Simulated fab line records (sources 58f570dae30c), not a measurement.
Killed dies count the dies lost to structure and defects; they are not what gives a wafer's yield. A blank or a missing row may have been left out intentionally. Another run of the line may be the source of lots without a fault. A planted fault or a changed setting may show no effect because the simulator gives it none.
Which of the tools did it? ; flow berkeley-cmos170 ; 21 wafers from 7 lots sampled at 3 of the route's 331 steps

## WHAT EACH GAUGE READ, for each wafer
UCB170_SDANNEAL_RS_MEAS_02: a four-point-probe measurement.
lot;measured;on;PSD_RS (ohm/sq)
L425;day 7 03:29;film-metro-04;75.63 75.76 75.74
L427;day 7 16:30;film-metro-01;96.92 97.41 96.69 97.08 97.42 96.88
L429;day 7 16:00;film-metro-02;75.51 75.46 75.54
L432;day 8 06:23;film-metro-02;97.00 97.51 97.44 96.99 97.72 97.52
L438;day 10 00:42;film-metro-01;75.67 75.20 75.30
L444;day 11 03:57;film-metro-01;76.00 75.61 75.87
L447;day 11 14:37;film-metro-01;75.52 75.45 75.77

## EACH LOT AND THE TOOL THAT RAN IT (in order: tool; ch and the chambers of the sampled wafers; start)
lot;UCB170_ZERO_ETCH_06;UCB170_SDANNEAL_RTA_01
L425;rie-diel-02 ch 1,2,3, day 2 00:43;rtp-anneal-01 ch 0, day 7 03:25
L427;rie-diel-02 ch 1,2,3, day 2 08:40;rtp-anneal-01 ch 0, day 7 16:25
L429;rie-diel-01 ch 0,1,2, day 2 19:57;rtp-anneal-02 ch 0, day 7 15:56
L432;rie-diel-02 ch 0,1, day 3 10:44;rtp-anneal-01 ch 0, day 8 06:20
L438;rie-diel-01 ch 2,3, day 4 20:26;rtp-anneal-02 ch 0, day 10 00:38
L444;rie-diel-01 ch 0,1,3, day 6 03:17;rtp-anneal-02 ch 0, day 11 03:53
L447;rie-diel-02 ch 0,1,2, day 6 11:14;rtp-anneal-02 ch 0, day 11 14:17
- UCB170_ZERO_ETCH_06: etches SiO2 in CHF3/CF4/Ar, time 12 s.
- UCB170_SDANNEAL_RTA_01: time 5 s.

## THE ANSWER, worked out from the rows above alone
Rule: the lots themselves supply what counts as usual. Put in order of their means at a reading, lots are off if they are a third of the lots or fewer, leave a main group of 4 or more, and stand apart from it by a gap of 3 or more times the standard deviation of the main group's means; of several such gaps the widest counts. A main group is skipped when, at the precision printed for the reading in the tables above, its means are all equal. Also off: a lot with no number at a reading for which 4 or more lots have one. Any other lot the step has rows for is counted as sound.
Off: L427, L432, at UCB170_SDANNEAL_RS_MEAS_02 (PSD_RS). For the main group the mean is 75.60 ohm/sq and the standard deviation 0.15.
A tool fits if, at a process step before that reading, it ran every lot that is off, and no sound lot after the first of them. The gauges at UCB170_SDANNEAL_RS_MEAS_02 are tried like those tools. One fits: rtp-anneal-01 at UCB170_SDANNEAL_RTA_01. Its last sound lot is L425 (day 7 03:25), its first lot that is off L427 (day 7 16:25): a fault that began between those two fits.

## WHAT WAS PUT IN BY THE SIMULATOR
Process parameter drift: rtp-anneal-01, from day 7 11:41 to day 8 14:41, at UCB170_SDANNEAL_RTA_01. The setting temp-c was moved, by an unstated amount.
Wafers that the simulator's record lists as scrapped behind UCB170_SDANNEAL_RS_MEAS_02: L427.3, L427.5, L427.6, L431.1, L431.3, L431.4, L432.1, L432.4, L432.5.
Lots struck among those shown: L427, L432. The same result came from the rule above.
